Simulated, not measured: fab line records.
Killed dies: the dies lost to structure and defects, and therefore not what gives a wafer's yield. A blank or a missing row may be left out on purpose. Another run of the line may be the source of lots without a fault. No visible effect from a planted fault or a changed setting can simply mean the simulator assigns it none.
A single fault, viewed from 2 desks	flow berkeleyCmos170	every desk sees just its own numbers, and what lay behind them comes last

== THE TOOL OWNER'S DESK: rieDiel-01 ==
The tool's own readings at UCB170_V1_ETCH_14 (etches SiO2 in CHF3/CF4/Ar, stops on Al, target depth 1250 nm, time 291 s): means of the sampled wafers that have a number, for each lot that ran on this tool. The brackets show how far a lot's mean lies from the usual mean; more than 4 standard deviations puts the lot out of limits, marked OUT.
Columns: A = drypumpMotorCurrentA at UCB170_V1_ETCH_14, usual 5.7 A; B = oesProductAu at UCB170_V1_ETCH_14, usual 0.866 a.u.; C = rfFwdPowerW at UCB170_V1_ETCH_14, usual 697.7 W; D = throttleValvePct at UCB170_V1_ETCH_14, usual 6.97 %
lot	first seen here	A	B	C	D
L425	day 7 11:57	5.6	0.863	694.9	6.92
L429	day 8 05:33	5.8	0.857	696.0	6.97
L432	day 9 01:13	5.3	0.875	698.6	6.97
L434	day 9 09:16	5.4	0.861	697.3	7.00
L440	day 11 03:02	6.0	0.856	1186.3 (+99 or more) OUT	6.89
L444	day 11 03:44	5.5	0.879	1187.7 (+99 or more) OUT	6.90
L445	day 12 06:50	6.1	0.859	1186.1 (+99 or more) OUT	6.91
This desk finds L440, L444, L445 out of limits, L440 being first, at day 11 03:02 (rfFwdPowerW at UCB170_V1_ETCH_14). In limits: L425, L429, L432, L434.

== METROLOGY DESK ==
What the gauges read, lot by lot, whatever tool the lot ran on: means of the sampled wafers that have a number. The brackets show how far a lot's mean lies from the usual mean; more than 4 standard deviations puts the lot out of limits, marked OUT.
Columns: A = CONTACT_OVL at UCB170_CONTACT_OVL_MEAS_16, usual 3 nm; B = cdNm at UCB170_V1_CD_MEAS_90, usual 699.9 nm
lot	first seen here	A	B
L424	day 6 19:52	1	698.4
L425	day 7 02:05	3	701.7
L428	day 7 21:31	6	699.7
L429	day 7 22:02	5	700.5
L430	day 8 09:04	-6	697.1
L432	day 8 15:50	6	700.2
L434	day 8 23:43	2	702.2
L433	day 9 00:29	0	700.1
L435	day 9 14:39	2	697.9
L436	day 9 17:25	4	701.0
L440	day 10 17:20	-5	715.5 (+9.2) OUT
L444	day 10 18:50	9	713.5 (+8.0) OUT
L443	day 10 19:21	19	700.2
L445	day 11 22:42	-0	712.2 (+7.2) OUT
L446	day 11 22:56	-2	698.2
This desk finds L440, L444, L445 out of limits, L440 being first, at day 11 03:20 (cdNm at UCB170_V1_CD_MEAS_90). In limits: L424, L425, L428, L429, L430, L432, L434, L433, L435, L436, L443, L446.

== BROUGHT TOGETHER ==
At day 11 03:02, on L440, L444, L445, the tool owner's desk was in a position to raise an alarm.
L440, L444, L445 would have let the metrology desk raise an alarm at day 11 03:20.
The lots listed all ran UCB170_V1_ETCH_14 on rieDiel-01.

== WHAT THE SIMULATOR HAD PUT IN ==
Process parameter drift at UCB170_V1_ETCH_14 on rieDiel-01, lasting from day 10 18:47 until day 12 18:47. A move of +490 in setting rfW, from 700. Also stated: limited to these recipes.
Struck lots among those shown: L440, L444, L445.
Fault start to first reading out of limits, in hours, per desk: tool owner, 8; metrology, 9.
